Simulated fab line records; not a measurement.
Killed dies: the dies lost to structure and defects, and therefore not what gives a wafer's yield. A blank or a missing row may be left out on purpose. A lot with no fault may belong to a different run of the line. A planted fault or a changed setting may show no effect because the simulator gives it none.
Problem report in the 8D (eight disciplines) form, filled by code + flow berkeleyCmos170 + the parts of the form that need people (team, actions taken, sign-off) are left out

== 1. THE PROBLEM ==
Across 9 wafers from 3 lots, PWELL_NITRIDE_THK at UCB170_PWELL_THK_MEAS_06 averages 202.7 nm, while fault-free wafers read 218.5 nm with a standard deviation of 2. Relative to the usual mean, that is a shift of -7.9 standard deviations.
The first sign was on wafer L760.1 at day 5 16:58, on filmMetro-04. The record holds 45 wafers of 15 lots with a number at this step. Rule for "out", or "out of limits": more than 4 standard deviations from the usual mean. All remaining wafers that have a number are taken as sound.

== 2. WHAT IT IS, WHAT IT ISN'T ==
| question                    | is                         | is not                                                                                 |
|-----------------------------|----------------------------|----------------------------------------------------------------------------------------|
| which readings at this step | PWELL_NITRIDE_THK          | -                                                                                      |
| which lots                  | L760, L761, L762           | L749, L750, L751, L753, L755, L757, L758, L759, L764, L770, L771, L772                 |
| which wafers of those lots  | all that have a number     | -                                                                                      |
| read on which gauges        | filmMetro-03, filmMetro-04 | filmMetro-01                                                                           |
| when                        | from day 5 16:58           | up to then (24 sound wafers); but 12 sound wafers of L764, L770, L771, L772 came after |

== 3. WHAT RULES OUT EACH SUSPECT ==
Counting: a tool at a process step up to the reading stays a suspect if it ran every lot that is out and no sound lot after the first of them.
- the gauge at UCB170_PWELL_THK_MEAS_06 is ruled out. 2 gauges (filmMetro-03, filmMetro-04) read the wafers that are out.
- lpcvd-01 at UCB170_PWELL_CVD_05 (deposits Si3N4 from SiH2Cl2/NH3, target thk 220 nm, time 3300 s): kept. It processed each lot that is out, first L760 at day 5 15:03, and no sound lot thereafter; up to then, the last sound lot it processed was L758 at day 5 08:51.
Left after counting: lpcvd-01 at UCB170_PWELL_CVD_05.

== 4. THE CAUSE (what the simulator had put in) ==
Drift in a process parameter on lpcvd-01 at UCB170_PWELL_CVD_05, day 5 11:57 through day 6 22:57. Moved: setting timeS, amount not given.
Only this tool survived the counting.

== 5. SEQUENCE OF EFFECTS, ordered by route ==
One row per reading whose mean, taken over the struck wafers that have a number, lies over 3 standard deviations from the usual. Readings are gone through only where the record gives a usual standard deviation; hours: the median, over the lots, of the time from a lot's start at the first step in this table giving one to that lot's start at this step; sigmas: the change measured in usual standard deviations.
| hours | step                     | reading           | usual    | on struck wafers | change | sigmas |
|-------|--------------------------|-------------------|----------|------------------|--------|--------|
| 0     | UCB170_PWELL_THK_MEAS_06 | PWELL_NITRIDE_THK | 218.5 nm | 202.7            | -15.8  | -7.9   |
At these later measuring or inspecting steps, every struck wafer for which the step has a row has a number for every such reading, and none has moved that far: UCB170_WELLDRIVE_THK_MEAS_02, UCB170_ACTIVE_THK_MEAS_03.

== 6. HOW IT WOULD HAVE BEEN CAUGHT EARLIER ==
5 hours passed between the start of the fault at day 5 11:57 and the first reading out of limits at a measuring or inspecting step in this record, taken at day 5 16:58.
Of the tool readings at UCB170_PWELL_CVD_05 for which the record gives a usual standard deviation, none was out on any struck wafer, so an alarm limit of 4 standard deviations on them would not have fired.
Lots out: 3; of these, L761, L762 started UCB170_PWELL_CVD_05 on lpcvd-01 after day 5 16:58. A hold on the tool at that time would have spared those 2.
